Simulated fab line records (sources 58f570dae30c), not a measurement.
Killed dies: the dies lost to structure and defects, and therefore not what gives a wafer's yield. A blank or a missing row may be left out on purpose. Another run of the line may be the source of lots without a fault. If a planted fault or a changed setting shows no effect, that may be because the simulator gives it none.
A struck lot beside a sound one | flow berkeley-cmos170 | 15 out of 331 route steps
Sound: the wafers L981.1, L981.5, L981.6. Wafers L979.4, L979.5, L979.6 were the ones struck. The cause is named last.
Order at every step that has rows: each side's tool, ch and its chambers, its first start. Under that, the readings that differ: sound wafers | struck wafers | difference of the means | sigmas: that difference in standard deviations of wafers without a fault.
alike: same words and numbers on both sides, and readings whose means sit less than 2 such deviations apart. not compared: any withheld reading, any reading some wafer has no value for, any bound like >300 that may hide the same value, and any number with overlapping values for which the record gives no deviation.
Wherever a step has rows on one side only, a row that says differs or no value, or a row with sigmas, the two part there. When numbers do not overlap yet have no deviation, they are printed without sigmas and do not part them. A reading that every wafer of one side lacks parts them only if that side has two wafers or more.

first, 1 step without rows for these wafers: UCB170_PWELL_DEVELOP_12 (develop time 45 s).
UCB170_PWELL_OVL_MEAS_13:
  sound: overlay-01 at day 6 21:08; struck: overlay-02 at day 6 10:30
  alike: PWELL_OVL
UCB170_PWELL_ETCH_14: etches Si3N4 in CH3F/Ar/O2, stops on SiO2, target depth 242 nm, time 151 s.
  sound on rie-diel-01 ch 0,3, day 6 21:10; struck on rie-diel-01 ch 1,2, day 6 10:31
  reading               | sound             | struck            | difference | sigmas
  oes-product-au (a.u.) | 0.949 0.948 0.959 | 0.922 0.935 0.922 | -0.026     | -2
  alike: drypump-motor-current-A, throttle-valve-pct
  not compared: rf-hours-counter-h
after that, 1 step had no rows for these wafers: UCB170_PWELL_IMPLANT_15.
UCB170_PWELL_STRIP_16: strips in O2.
  sound on plasma-asher-02 ch 0,1, day 6 21:25; struck on plasma-asher-02 ch 0,1, day 6 10:48
  reading                      | sound             | struck            | difference | sigmas
  strip-time-to-endpoint-s (s) | 18.26 18.21 18.12 | 17.99 18.11 18.01 | -0.16      | -2
  alike: drypump-motor-current-A, oes-product-au
  not compared: rf-hours-counter-h
UCB170_PWELL_TW_MEAS_17:
  sound: film-metro-04 at day 6 21:31; struck: film-metro-04 at day 6 10:53
  alike: PWELL_TW
then, 5 steps without rows for these wafers: UCB170_PWELL_CLEAN_18 (cleans in SPM, time 600 s); UCB170_PWELL_WET_ETCH_19 (etches Si3N4 in H3PO4, time 14400 s); UCB170_PWELL_WET_ETCH_20 (etches SiO2 in BOE, time 22 s); UCB170_WELLDRIVE_CLEAN_00 (cleans in SPM, time 600 s); UCB170_WELLDRIVE_OXIDATION_01 (target thk 199 nm, ox time 9000 s).
UCB170_WELLDRIVE_THK_MEAS_02:
  sound: film-metro-03 at day 7 10:05; struck: film-metro-04 at day 6 23:05
  alike: WELLDRIVE_OXIDE_THK
UCB170_WELLDRIVE_ANNEAL_03: time 900 s.
  sound on furnace-01 ch 0, day 7 16:26; struck on furnace-04 ch 0, day 7 01:38
  reading               | sound                | struck               | difference | sigmas
  spike-tc-centre-C (C) | 1103.3 1103.4 1103.7 | 1061.2 1062.0 1061.8 | -41.8      | -35
  spike-tc-load-C (C)   | 1129.1 1129.3 1130.0 | 1084.8 1081.7 1083.1 | -46.3      | -19
  spike-tc-source-C (C) | 1127.2 1128.1 1128.2 | 1082.7 1081.5 1082.6 | -45.6      | -22
then, 1 step without rows for these wafers: UCB170_WELLDRIVE_WET_ETCH_04 (etches SiO2 in BOE, time 120 s).
-- the record jumps here: 5 days lie between the struck wafers' starts before and after (it left off in module WELLDRIVE and takes up again in module M3, whose first step shown is number 331 of the route) --
UCB170_M3_PROBE_99:
  sound: prober-01 at day 12 08:24; struck: prober-02 at day 12 01:07
  reading                             | sound          | struck    | difference | sigmas
  model.etest.nwell-pinched.rs-ohm-sq | 1303 1302 1293 | 1316 1314 | +16        |
  model.etest.nwell.width-nm (nm)     | 2373 2364 2369 | 2391 2387 | +20        |
  not compared: model.etest.diode-pplus-comb.cj-ff-um2

== WHERE THEY PART ==
First at UCB170_PWELL_ETCH_14; last, within this record, at UCB170_WELLDRIVE_ANNEAL_03.

WHY: what had been put in by the simulator
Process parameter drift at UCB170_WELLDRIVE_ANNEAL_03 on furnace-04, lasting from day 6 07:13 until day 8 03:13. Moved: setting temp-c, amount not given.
